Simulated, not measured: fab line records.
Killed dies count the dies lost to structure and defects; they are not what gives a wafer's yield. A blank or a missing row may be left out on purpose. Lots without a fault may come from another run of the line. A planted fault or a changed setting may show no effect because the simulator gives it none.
Split-lot study || flow ritCmos || 23 wafers read across 5 lots, on a route 202 steps long

ON THE SPLIT
At RIT_PWELL_COAT_01 (resist thk 1300 nm), the setting resistThkNm was moved away from the recipe's 1300 nm on 9 of the 23 wafers read, by -1.9% to +5.2%. For the rest of the wafers, this setting stayed at what the recipe calls for.

FROM THE SPLIT TO THE READING: what the file shows between them, 3 steps
- RIT_PWELL_SOFTBAKE_02: time 60 s
- RIT_PWELL_EXPOSE_03: exposes mask M3, target cd 43700 nm
- RIT_PWELL_DEVELOP_05: develop time 68 s

THE READING
NOVOLAK_of_PWELL_COAT_01.thkNm (the simulator's own value, which no gauge read), in nm, at RIT_PWELL_HARDBAKE_07 (time 120 s). No usual value for it is given in the file. The 14 wafers here that ran the recipe average 1139 nm, standard deviation 1.9 nm.

{"wafer": "L078.1", "tool, chamber at the split": "lithoTrack-04, 0", "resistThkNm as run, nm": 1300, "against the recipe": "recipe", "NOVOLAK_of_PWELL_COAT_01.thkNm, nm": 1137, "against lot-mates on the recipe": "-"}
{"wafer": "L078.2", "tool, chamber at the split": "lithoTrack-04, 0", "resistThkNm as run, nm": 1324, "against the recipe": "+1.8%", "NOVOLAK_of_PWELL_COAT_01.thkNm, nm": 1155, "against lot-mates on the recipe": "+18"}
{"wafer": "L078.3", "tool, chamber at the split": "lithoTrack-04, 0", "resistThkNm as run, nm": 1300, "against the recipe": "recipe", "NOVOLAK_of_PWELL_COAT_01.thkNm, nm": 1138, "against lot-mates on the recipe": "-"}
{"wafer": "L078.4", "tool, chamber at the split": "lithoTrack-04, 0", "resistThkNm as run, nm": 1324, "against the recipe": "+1.8%", "NOVOLAK_of_PWELL_COAT_01.thkNm, nm": 1161, "against lot-mates on the recipe": "+24"}
{"wafer": "L078.6", "tool, chamber at the split": "lithoTrack-04, 0", "resistThkNm as run, nm": 1324, "against the recipe": "+1.8%", "NOVOLAK_of_PWELL_COAT_01.thkNm, nm": 1161, "against lot-mates on the recipe": "+24"}
{"wafer": "L080.1", "tool, chamber at the split": "lithoTrack-01, 0", "resistThkNm as run, nm": 1275, "against the recipe": "-1.9%", "NOVOLAK_of_PWELL_COAT_01.thkNm, nm": 1113, "against lot-mates on the recipe": -24}
{"wafer": "L080.2", "tool, chamber at the split": "lithoTrack-01, 0", "resistThkNm as run, nm": 1300, "against the recipe": "recipe", "NOVOLAK_of_PWELL_COAT_01.thkNm, nm": 1137, "against lot-mates on the recipe": "-"}
{"wafer": "L080.5", "tool, chamber at the split": "lithoTrack-01, 0", "resistThkNm as run, nm": 1300, "against the recipe": "recipe", "NOVOLAK_of_PWELL_COAT_01.thkNm, nm": 1137, "against lot-mates on the recipe": "-"}
{"wafer": "L080.3", "tool, chamber at the split": "lithoTrack-01, 0", "resistThkNm as run, nm": 1275, "against the recipe": "-1.9%", "NOVOLAK_of_PWELL_COAT_01.thkNm, nm": 1115, "against lot-mates on the recipe": -22}
{"wafer": "L080.4", "tool, chamber at the split": "lithoTrack-01, 0", "resistThkNm as run, nm": 1275, "against the recipe": "-1.9%", "NOVOLAK_of_PWELL_COAT_01.thkNm, nm": 1115, "against lot-mates on the recipe": -22}
{"wafer": "L081.1", "tool, chamber at the split": "lithoTrack-01, 0", "resistThkNm as run, nm": 1300, "against the recipe": "recipe", "NOVOLAK_of_PWELL_COAT_01.thkNm, nm": 1143, "against lot-mates on the recipe": "-"}
{"wafer": "L081.5", "tool, chamber at the split": "lithoTrack-01, 0", "resistThkNm as run, nm": 1300, "against the recipe": "recipe", "NOVOLAK_of_PWELL_COAT_01.thkNm, nm": 1143, "against lot-mates on the recipe": "-"}
{"wafer": "L081.2", "tool, chamber at the split": "lithoTrack-01, 0", "resistThkNm as run, nm": 1368, "against the recipe": "+5.2%", "NOVOLAK_of_PWELL_COAT_01.thkNm, nm": 1198, "against lot-mates on the recipe": "+55"}
{"wafer": "L081.4", "tool, chamber at the split": "lithoTrack-01, 0", "resistThkNm as run, nm": 1368, "against the recipe": "+5.2%", "NOVOLAK_of_PWELL_COAT_01.thkNm, nm": 1200, "against lot-mates on the recipe": "+57"}
{"wafer": "L081.6", "tool, chamber at the split": "lithoTrack-01, 0", "resistThkNm as run, nm": 1368, "against the recipe": "+5.2%", "NOVOLAK_of_PWELL_COAT_01.thkNm, nm": 1204, "against lot-mates on the recipe": "+61"}
{"wafer": "L082.1", "tool, chamber at the split": "lithoTrack-03, 0", "resistThkNm as run, nm": 1300, "against the recipe": "recipe", "NOVOLAK_of_PWELL_COAT_01.thkNm, nm": 1139, "against lot-mates on the recipe": "-"}
{"wafer": "L082.2", "tool, chamber at the split": "lithoTrack-03, 0", "resistThkNm as run, nm": 1300, "against the recipe": "recipe", "NOVOLAK_of_PWELL_COAT_01.thkNm, nm": 1140, "against lot-mates on the recipe": "-"}
{"wafer": "L082.5", "tool, chamber at the split": "lithoTrack-03, 0", "resistThkNm as run, nm": 1300, "against the recipe": "recipe", "NOVOLAK_of_PWELL_COAT_01.thkNm, nm": 1140, "against lot-mates on the recipe": "-"}
{"wafer": "L082.3", "tool, chamber at the split": "lithoTrack-03, 0", "resistThkNm as run, nm": 1300, "against the recipe": "recipe", "NOVOLAK_of_PWELL_COAT_01.thkNm, nm": 1138, "against lot-mates on the recipe": "-"}
{"wafer": "L082.4", "tool, chamber at the split": "lithoTrack-03, 0", "resistThkNm as run, nm": 1300, "against the recipe": "recipe", "NOVOLAK_of_PWELL_COAT_01.thkNm, nm": 1137, "against lot-mates on the recipe": "-"}
{"wafer": "L085.3", "tool, chamber at the split": "lithoTrack-03, 0", "resistThkNm as run, nm": 1300, "against the recipe": "recipe", "NOVOLAK_of_PWELL_COAT_01.thkNm, nm": 1138, "against lot-mates on the recipe": "-"}
{"wafer": "L085.5", "tool, chamber at the split": "lithoTrack-03, 0", "resistThkNm as run, nm": 1300, "against the recipe": "recipe", "NOVOLAK_of_PWELL_COAT_01.thkNm, nm": 1139, "against lot-mates on the recipe": "-"}
{"wafer": "L085.6", "tool, chamber at the split": "lithoTrack-03, 0", "resistThkNm as run, nm": 1300, "against the recipe": "recipe", "NOVOLAK_of_PWELL_COAT_01.thkNm, nm": 1139, "against lot-mates on the recipe": "-"}

THE FIT
A straight line over all 23 wafers: NOVOLAK_of_PWELL_COAT_01.thkNm changes by +11.9 nm for each +1% of resistThkNm; r = +1.00; the points scatter about the line by 2.3 nm.
The same after taking each lot's own level away (the mean of its wafers on the recipe; 23 wafers): +11.2 nm for each +1%; r = +1.00; scatter 1.7 nm.
According to that fit, moving resistThkNm by its largest amount changes the reading by 59 nm.
The lots' own levels span 1137.0 to 1143.0 nm, that is 3.1 times the standard deviation above.
The two slopes are in agreement: the lot-to-lot level therefore moves the slope only a little.
Check: for one of the wafers moved furthest among these (+5.2%), held out of the fit, the line's prediction against its lot-mates is +59.6 nm. It came out at +55 nm against them.

THE OTHER SPLITS THESE WAFERS WENT THROUGH
Other splits were also applied to these wafers ahead of the reading. Each is held against what the fit with the lots' levels taken away leaves over:
{"other split on the same wafers": "RIT_ACTIVE_CVD_03 pressureMtorr", "wafers away from the commonest value": 15, "r with NOVOLAK_of_PWELL_COAT_01.thkNm (lot level and that fit taken away)": "+0.00"}
{"other split on the same wafers": "RIT_ACTIVE_COAT_06 resistThkNm", "wafers away from the commonest value": 11, "r with NOVOLAK_of_PWELL_COAT_01.thkNm (lot level and that fit taken away)": "+0.01"}
{"other split on the same wafers": "RIT_ACTIVE_CLEAN_16 timeS", "wafers away from the commonest value": 10, "r with NOVOLAK_of_PWELL_COAT_01.thkNm (lot level and that fit taken away)": -0.24}
{"other split on the same wafers": "RIT_FOX1_OXIDATION_00 tempC", "wafers away from the commonest value": 15, "r with NOVOLAK_of_PWELL_COAT_01.thkNm (lot level and that fit taken away)": "+0.20"}

THE WHOLE CHAIN: every reading that the file lists as answering this split, in the file's order
{"step": "RIT_PWELL_COAT_01", "what it does": "resist thk 1300 nm", "reading": "NOVOLAK_of_PWELL_COAT_01.thkNm (the simulator's own value, which no gauge read)", "change (the file's fit)": "+13 nm for each +1% of the setting", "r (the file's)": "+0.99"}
{"step": "RIT_PWELL_HARDBAKE_07", "what it does": "time 120 s", "reading": "NOVOLAK_of_PWELL_COAT_01.thkNm (the simulator's own value, which no gauge read)", "change (the file's fit)": "+11.2 nm for each +1% of the setting", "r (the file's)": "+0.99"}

THE FILE'S OWN FIT
NOVOLAK_of_PWELL_COAT_01.thkNm changes by +11.2 nm for each +1% of resistThkNm, r = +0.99.
